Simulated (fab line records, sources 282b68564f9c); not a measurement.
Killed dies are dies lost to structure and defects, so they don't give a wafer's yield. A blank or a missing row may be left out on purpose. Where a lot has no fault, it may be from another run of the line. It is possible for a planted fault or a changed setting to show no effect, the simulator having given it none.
Split-lot study ; flow rit_cmos ; 5 lots, 23 wafers read, on a route of 202 steps

== THE SPLIT ITSELF ==
At RIT_NWELL_IMPLANT_08, the setting dose_cm2 was moved away from the recipe's 5e+13 on 11 of the 23 wafers read, by -4.5% to +5.4%. The other wafers ran this setting at the recipe's value.

== FROM THE SPLIT TO THE READING: what the file shows between them, 5 steps ==
- RIT_NWELL_STRIP_09: strips in O2, time 180 s
- RIT_NWELL_TW_MEAS_10
- RIT_PWELL_IMPLANT_08 (also split here: energy_kev)
- RIT_PWELL_STRIP_09: strips in O2, time 180 s
- RIT_WELLDRIVE_ANNEAL_00: time 14700 s

== THE READING ==
NWELL_RS (ohm/sq), read at RIT_WELLDRIVE_RS_MEAS_01 with a four-point probe. Fault-free wafers of this fab line usually give 275.5 ohm/sq, standard deviation 0.91 ohm/sq.

wafer;tool, chamber at the split;dose_cm2 as run;against the recipe;NWELL_RS, ohm/sq;against lot-mates on the recipe
L075.2;implanter-04, 0;5e+13;recipe;275.7;-
L075.3;implanter-04, 0;5e+13;recipe;276.0;-
L075.5;implanter-04, 0;5e+13;recipe;275.9;-
L077.1;implanter-01, 0;5.214e+13;+4.3%;268.1;-6.8
L077.2;implanter-01, 0;5.214e+13;+4.3%;267.9;-7.0
L077.3;implanter-01, 0;5.214e+13;+4.3%;267.7;-7.2
L077.4;implanter-01, 0;5e+13;recipe;274.8;-
L077.5;implanter-01, 0;5e+13;recipe;274.9;-
L076.1;implanter-03, 0;5e+13;recipe;274.8;-
L076.2;implanter-03, 0;4.783e+13;-4.3%;282.1;+7.4
L076.4;implanter-03, 0;5e+13;recipe;274.6;-
L076.5;implanter-03, 0;4.783e+13;-4.3%;283.2;+8.5
L076.6;implanter-03, 0;4.783e+13;-4.3%;281.7;+7.0
L078.1;implanter-04, 0;5e+13;recipe;277.4;-
L078.3;implanter-04, 0;5e+13;recipe;276.3;-
L078.4;implanter-04, 0;4.773e+13;-4.5%;285.5;+8.6
L078.5;implanter-04, 0;4.773e+13;-4.5%;284.6;+7.7
L078.6;implanter-04, 0;5e+13;recipe;276.9;-
L084.1;implanter-01, 0;5e+13;recipe;276.8;-
L084.3;implanter-01, 0;5.272e+13;+5.4%;268.1;-8.8
L084.4;implanter-01, 0;5e+13;recipe;276.9;-
L084.5;implanter-01, 0;5.272e+13;+5.4%;267.7;-9.2
L084.6;implanter-01, 0;5.272e+13;+5.4%;266.8;-10.1

THE FIT
A straight line over all 23 wafers: NWELL_RS changes by -1.68 ohm/sq for each +1% of dose_cm2; r = -0.98; the points scatter about the line by 1.1 ohm/sq.
The same after taking each lot's own level away (the mean of its wafers on the recipe; 23 wafers): -1.72 ohm/sq for each +1%; r = -1.00; scatter 0.43 ohm/sq.
According to that fit, moving dose_cm2 by its largest amount changes the reading by 9.4 ohm/sq.
The span of the lots' own levels, 274.70 to 276.87 ohm/sq, comes to 2.4 times the standard deviation stated above.
The two slopes are in agreement: the lot-to-lot level therefore moves the slope only a little.
Check: for one of the wafers moved furthest among these (+5.4%), held out of the fit, the line's prediction against its lot-mates is -9.34 ohm/sq. Against them it came out at -8.75 ohm/sq.

== OTHER SPLITS APPLIED TO THESE WAFERS ==
Note: prior to the reading, these wafers also went through further splits. Each is held against what the fit with the lots' levels taken away leaves over:
other split on the same wafers;wafers away from the commonest value;r with NWELL_RS (lot level and that fit taken away)
RIT_FOX1_OXIDATION_00 ox_time_s;15;+0.02
RIT_PWELL_IMPLANT_08 energy_kev;8;+0.08

== THE WHOLE CHAIN: every reading that the file lists as answering this split, in the file's order ==
step;what it does;reading;change (the file's fit);r (the file's)
RIT_NWELL_TW_MEAS_10;;NWELL_TW;+7.13 for each +1% of the setting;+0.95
RIT_WELLDRIVE_RS_MEAS_01;measures by four-point-probe;NWELL_RS;-1.73 for each +1% of the setting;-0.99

== THE FILE'S OWN FIT ==
NWELL_RS changes by -1.73 ohm/sq for each +1% of dose_cm2, r = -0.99.
